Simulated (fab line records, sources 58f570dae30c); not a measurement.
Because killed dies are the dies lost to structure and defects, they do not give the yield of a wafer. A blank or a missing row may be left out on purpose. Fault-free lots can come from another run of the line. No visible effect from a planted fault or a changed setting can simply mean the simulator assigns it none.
Which tool did it? || flow berkeley cmos170 || 21 wafers from 7 lots sampled at 2 of the route's 331 steps

## WHAT EACH GAUGE READ, for each wafer
UCB170_NLDD_TW_MEAS_11.
{"lot": "L666", "measured": "day 7 15:31", "on": "film metro-04", "NLDD_TW": "2209 2228 2215"}
{"lot": "L669", "measured": "day 8 03:58", "on": "film metro-04", "NLDD_TW": "2217 2204 2209"}
{"lot": "L673", "measured": "day 8 14:19", "on": "film metro-02", "NLDD_TW": "2224 2242 2230"}
{"lot": "L671", "measured": "day 8 15:24", "on": "film metro-04", "NLDD_TW": "2211 2200 2205"}
{"lot": "L676", "measured": "day 9 17:29", "on": "film metro-02", "NLDD_TW": "2240 2237 2231"}
{"lot": "L679", "measured": "day 9 17:58", "on": "film metro-02", "NLDD_TW": "2110 2116 2099 2110 2109 2111"}
{"lot": "L689", "measured": "day 11 19:28", "on": "film metro-04", "NLDD_TW": "2207 2212 2208"}

## WHICH TOOL RAN EACH LOT (tool, then ch and the chambers of the sampled wafers, then the start)
{"lot": "L666", "UCB170_NLDD_IMPLANT_08": "implanter-03 ch 0, day 7 15:08"}
{"lot": "L669", "UCB170_NLDD_IMPLANT_08": "implanter-01 ch 0, day 8 03:34"}
{"lot": "L673", "UCB170_NLDD_IMPLANT_08": "implanter-01 ch 0, day 8 13:56"}
{"lot": "L671", "UCB170_NLDD_IMPLANT_08": "implanter-03 ch 0, day 8 15:01"}
{"lot": "L676", "UCB170_NLDD_IMPLANT_08": "implanter-03 ch 0, day 9 17:01"}
{"lot": "L679", "UCB170_NLDD_IMPLANT_08": "implanter-02 ch 0, day 9 17:34"}
{"lot": "L689", "UCB170_NLDD_IMPLANT_08": "implanter-01 ch 0, day 11 19:05"}
- UCB170_NLDD_IMPLANT_08

## THE ANSWER, worked out from the rows above alone
Rule: usual is defined by the lots themselves. Put in order of their means at a reading, lots are off if they are a third of the lots or fewer, leave a main group of 4 or more, and stand apart from it by a gap of 3 or more times the standard deviation of the main group's means; of several such gaps the widest counts. A main group whose means are all the same, to the digits that the tables above print for the reading, isn't used. A lot without any number at a reading at which 4 lots or more have one is off too. Any other lot the step has rows for is counted as sound.
Off: L679, at UCB170_NLDD_TW_MEAS_11 (NLDD_TW). For the main group the mean is 2218 and the standard deviation 12.
A tool fits if, at a process step before that reading, it ran every lot that is off, and no sound lot after the first of them. Those tools and the gauges at UCB170_NLDD_TW_MEAS_11 are tried in the same way. Can't be told from this: 2 tools fit, implanter-02 at UCB170_NLDD_IMPLANT_08, film metro-02 at UCB170_NLDD_TW_MEAS_11.

## WHAT HAD BEEN PUT IN BY THE SIMULATOR
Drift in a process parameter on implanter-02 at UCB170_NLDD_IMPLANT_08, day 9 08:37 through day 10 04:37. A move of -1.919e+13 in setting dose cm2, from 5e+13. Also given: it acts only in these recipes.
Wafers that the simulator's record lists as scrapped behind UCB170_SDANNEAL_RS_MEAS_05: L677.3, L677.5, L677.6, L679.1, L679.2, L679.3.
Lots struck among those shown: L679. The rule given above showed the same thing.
